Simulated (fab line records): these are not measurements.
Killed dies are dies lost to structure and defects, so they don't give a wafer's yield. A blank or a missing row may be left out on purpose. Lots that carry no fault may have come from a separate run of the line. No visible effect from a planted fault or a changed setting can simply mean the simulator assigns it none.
A lot that was struck, set against a sound lot / flow rit_cmos / 17 out of 202 route steps
Sound: these wafers, L213.1, L213.3, L213.5. The struck wafers were L226.3, L226.4, L226.5. Last of all comes the cause.
At each step with rows: each side's tool, then ch and its chambers, then its first start. Under that, the readings that differ: sound wafers / struck wafers / difference of the means / sigmas: that difference in standard deviations of wafers without a fault.
alike: readings whose means differ by less than 2 such deviations, and words and numbers that are the same on both sides. not compared: withheld readings, readings that some wafer has no value for, bounds like >300 that may hide the same value, and numbers for which the record gives no deviation and whose values overlap.
The two part at a step that has a row with sigmas, a row that says differs or no value, or rows on one side only. When numbers do not overlap yet have no deviation, they are printed without sigmas and do not part them. Lack of a reading on every wafer of one side parts them only where that side has two or more wafers.

RIT_NWELL_TW_MEAS_10:
  sound: film_metro-02 at day 2 07:29; struck: film_metro-03 at day 4 21:47
  alike: NWELL_TW
then, 6 steps without rows for these wafers: RIT_PWELL_HMDS_00 (prime time 60 s); RIT_PWELL_COAT_01 (resist thk 1300 nm); RIT_PWELL_SOFTBAKE_02 (time 60 s); RIT_PWELL_EXPOSE_03 (exposes mask M3, target cd 43700 nm); RIT_PWELL_PEB_04; RIT_PWELL_DEVELOP_05 (develop time 68 s).
RIT_PWELL_OVL_MEAS_06:
  sound: overlay-01 at day 2 08:37; struck: overlay-02 at day 4 22:49
  alike: PWELL_OVL
then, 2 steps without rows for these wafers: RIT_PWELL_HARDBAKE_07 (time 120 s); RIT_PWELL_IMPLANT_08.
RIT_PWELL_STRIP_09: strips in O2, time 180 s.
  sound on plasma_asher-03 ch 0,1, day 2 09:04; struck on plasma_asher-03 ch 0,1, day 4 23:17
  alike: chamber_pressure_mTorr, drypump_motor_current_A
  not compared: rf_hours_counter_h
RIT_PWELL_TW_MEAS_10:
  sound: film_metro-02 at day 2 09:14; struck: film_metro-02 at day 4 23:25
  alike: PWELL_TW
RIT_WELLDRIVE_ANNEAL_00: time 14700 s.
  sound on furnace-03 ch 0, day 2 10:31; struck on furnace-01 ch 0, day 4 23:28
reading=spike_tc_centre_C (C); sound=1102.9 1103.3 1103.1; struck=1065.1 1065.2 1066.2; difference=-37.6; sigmas=-25
reading=zone_power_source_pct (%); sound=42.7 43.3 42.1; struck=44.2 44.3 45.1; difference=+1.8; sigmas=+2
  alike: zone_power_centre_pct
RIT_WELLDRIVE_RS_MEAS_01: a four-point-probe measurement.
  sound: film_metro-03 at day 2 15:38; struck: film_metro-02 at day 5 04:35
reading=NWELL_RS (ohm/sq); sound=275.3 275.9 275.7; struck=283.3 287.1 289.0; difference=+10.8; sigmas=+15
RIT_WELLDRIVE_RS_MEAS_02: a four-point-probe measurement.
  sound: film_metro-03 at day 2 15:45; struck: film_metro-02 at day 5 04:43
reading=PWELL_RS (ohm/sq); sound=429.3 431.2 430.5; struck=437.1 438.8 442.3; difference=+9.1; sigmas=+6
then, 1 step without rows for these wafers: RIT_NRETRO_HMDS_00 (prime time 60 s).
RIT_M1_PROBE_99:
  only the struck wafers here have rows in the record (prober-02, day 6 09:05); the sound ones have none

WHERE THEY PART
Earliest at RIT_WELLDRIVE_ANNEAL_00; latest, in this record, at RIT_M1_PROBE_99.

WHY: what the simulator had put in
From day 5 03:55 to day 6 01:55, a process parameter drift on furnace-01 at RIT_WELLDRIVE_ANNEAL_00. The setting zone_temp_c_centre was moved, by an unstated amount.
